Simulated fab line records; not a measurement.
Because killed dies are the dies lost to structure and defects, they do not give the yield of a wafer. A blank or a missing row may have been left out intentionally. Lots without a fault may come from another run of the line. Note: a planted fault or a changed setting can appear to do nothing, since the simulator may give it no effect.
Problem report, 8D (eight disciplines) form, completed by code | flow berkeley cmos170 | the parts of the form that need people (team, actions taken, sign-off) are left out

1. PROBLEM STATEMENT
At UCB170_ZERO_ETCH_06, oes product au averages 0.374 a.u. over 9 wafers from 3 lots, while fault-free wafers read 0.616 a.u., standard deviation 0.0092. That is -26 standard deviations from the usual mean.
The step: etches SiO2 in CHF3/CF4/Ar, time 12 s.
First seen on wafer L916.2, day 3 08:01, on rie diel-03. At this step, 45 wafers from 15 lots have a number in the record. Rule for "out" (also "out of limits"): further than 4 standard deviations from the usual mean. Any other wafer with a number is counted as sound.

2. WHAT IT IS, AND WHAT IT ISN'T
question                    | is                       | is not
which readings at this step | oes product au           | drypump motor current A, throttle valve pct
which lots                  | L916, L917, L918         | L911, L912, L913, L925, L926, L927, L928, L929, L930, L932, L933, L934
which wafers of those lots  | all that have a number   | -
read on which tools         | rie diel-01, rie diel-03 | rie diel-02
when                        | from day 3 08:01         | up to then (9 sound wafers); but 27 sound wafers of L925, L926, L927, L928, L929, L930, L932, L933, L934 came after

3. SUSPECTS, AND WHAT RULES EACH OUT
Counting: a tool at any process step up to the reading remains a suspect when it ran all the lots that are out and ran no sound lot after the first of those.
- krf scanner-01 at UCB170_ZERO_EXPOSE_03 (exposes mask PM MARKS, target cd 4000 nm): ruled out as a lasting fault. Following L916 (day 3 07:10), the first lot on it that is out, the sound lots L925, L927, L933, L932, L934 were run on it.
Left after counting: nothing in the record.

4. THE CAUSE (what the simulator had put in)
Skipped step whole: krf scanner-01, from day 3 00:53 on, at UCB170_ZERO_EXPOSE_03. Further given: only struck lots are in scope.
It was ruled out by counting, in error; the rule expects a fault to strike all lots run on its tool from its start on, and this fault did not.

5. THE CHAIN OF EFFECTS, in route order
One row per reading whose mean, taken over the struck wafers that have a number, lies over 3 standard deviations from the usual. Scope: only readings with a usual standard deviation given in the record; hours: median across lots of the time from each lot's start at the first step in this table that gives one to its start at this step; sigmas: change in usual standard deviations.
hours | step                | reading        | usual      | on struck wafers | change | sigmas
0     | UCB170_ZERO_ETCH_06 | oes product au | 0.616 a.u. | 0.374            | -0.242 | -26
Here are the process steps it includes:
- UCB170_ZERO_ETCH_06: etches SiO2 in CHF3/CF4/Ar, time 12 s.
Readings that are blank on the struck wafers while sound wafers have them: exposure dose mJ cm2 at UCB170_ZERO_EXPOSE_03; focus offset nm at UCB170_ZERO_EXPOSE_03.

6. WHAT WOULD HAVE CAUGHT IT SOONER
7 hours passed between the start of the fault at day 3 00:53 and the first reading out of limits in this record, taken at day 3 08:01.
At UCB170_ZERO_EXPOSE_03 the tool's readings are blank on the struck wafers, where sound wafers have them: an empty tool record is the first sign, and it was there at once.
